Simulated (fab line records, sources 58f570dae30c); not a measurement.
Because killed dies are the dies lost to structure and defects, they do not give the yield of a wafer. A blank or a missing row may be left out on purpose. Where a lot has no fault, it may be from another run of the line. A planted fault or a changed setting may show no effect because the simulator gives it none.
Which tool is to blame? + flow berkeley_cmos170 + 14 lots, 42 wafers sampled, at 2 steps of a route of 331

== WHAT THE GAUGES READ, wafer by wafer ==
UCB170_V2_BOW_MEAS_03.
| lot  | measured     | on            | V2_BOW (um) |
|------|--------------|---------------|-------------|
| L490 | day 9 00:19  | film_metro-03 | 28 40 33    |
| L491 | day 9 12:49  | film_metro-01 | 49 48 43    |
| L493 | day 9 09:48  | film_metro-03 | 43 34 42    |
| L492 | day 9 12:43  | film_metro-02 | 40 39 24    |
| L494 | day 10 05:13 | film_metro-01 | 30 46 29    |
| L495 | day 10 04:01 | film_metro-02 | 47 49 50    |
| L496 | day 10 02:30 | film_metro-03 | 37 47 40    |
| L497 | day 10 13:44 | film_metro-01 | 42 32 42    |
| L498 | day 10 12:02 | film_metro-03 | 41 28 37    |
| L499 | day 11 03:07 | film_metro-03 | 29 34 36    |
| L500 | day 11 02:32 | film_metro-03 | 52 40 41    |
| L504 | day 12 04:59 | film_metro-01 | 28 35 20    |
| L505 | day 12 15:49 | film_metro-03 | 38 43 43    |
| L507 | day 12 16:10 | film_metro-01 | 42 39 33    |

== WHICH TOOL RAN EACH LOT (tool, then ch and the chambers of the sampled wafers, then the start) ==
| lot  | UCB170_PWELL_CLEAN_18          |
|------|--------------------------------|
| L490 | wet_bench-03 ch 0, day 3 11:16 |
| L491 | wet_bench-03 ch 2, day 3 18:19 |
| L493 | wet_bench-04 ch 0, day 4 01:08 |
| L492 | wet_bench-03 ch 1, day 4 01:22 |
| L494 | wet_bench-03 ch 1, day 4 10:01 |
| L495 | wet_bench-03 ch 0, day 4 10:01 |
| L496 | wet_bench-03 ch 1, day 4 10:22 |
| L497 | wet_bench-02 ch 0, day 5 00:16 |
| L498 | wet_bench-02 ch 0, day 5 00:31 |
| L499 | wet_bench-04 ch 2, day 5 08:38 |
| L500 | wet_bench-04 ch 1, day 5 13:01 |
| L504 | wet_bench-03 ch 3, day 6 17:24 |
| L505 | wet_bench-03 ch 3, day 7 01:16 |
| L507 | wet_bench-04 ch 0, day 7 04:38 |
- UCB170_PWELL_CLEAN_18: cleans in SPM, time 600 s.

== AS READ BY THE TOOLS THEMSELVES (means over the sampled wafers that have a number; for cases with no such wafer, the mark the record gives instead) ==
The record holds no such reading with a usual standard deviation.

== THE ANSWER, worked out from the rows above alone ==
Rule: the lots themselves supply what counts as usual. The widest of any qualifying gaps counts: lots, ordered by their means at a reading, are off when they make up no more than a third of the lots, leave a main group of 4 or more, and stand apart from it by 3 or more times the standard deviation of that group's means. A main group is skipped when, at the precision printed for the reading in the tables above, its means are all equal. A lot without any number at a reading at which 4 lots or more have one is off too. The other lots that the step has rows for count as sound. First the gauges in route order, then the tools' own readings, where a lot's mean is used as printed above. The first step at which some lot is off is used, and at that step the reading that is off furthest; a lot without a number counts as furthest.
None of the lots is off at any reading shown; this tells nothing.

== WHAT WAS PUT IN BY THE SIMULATOR ==
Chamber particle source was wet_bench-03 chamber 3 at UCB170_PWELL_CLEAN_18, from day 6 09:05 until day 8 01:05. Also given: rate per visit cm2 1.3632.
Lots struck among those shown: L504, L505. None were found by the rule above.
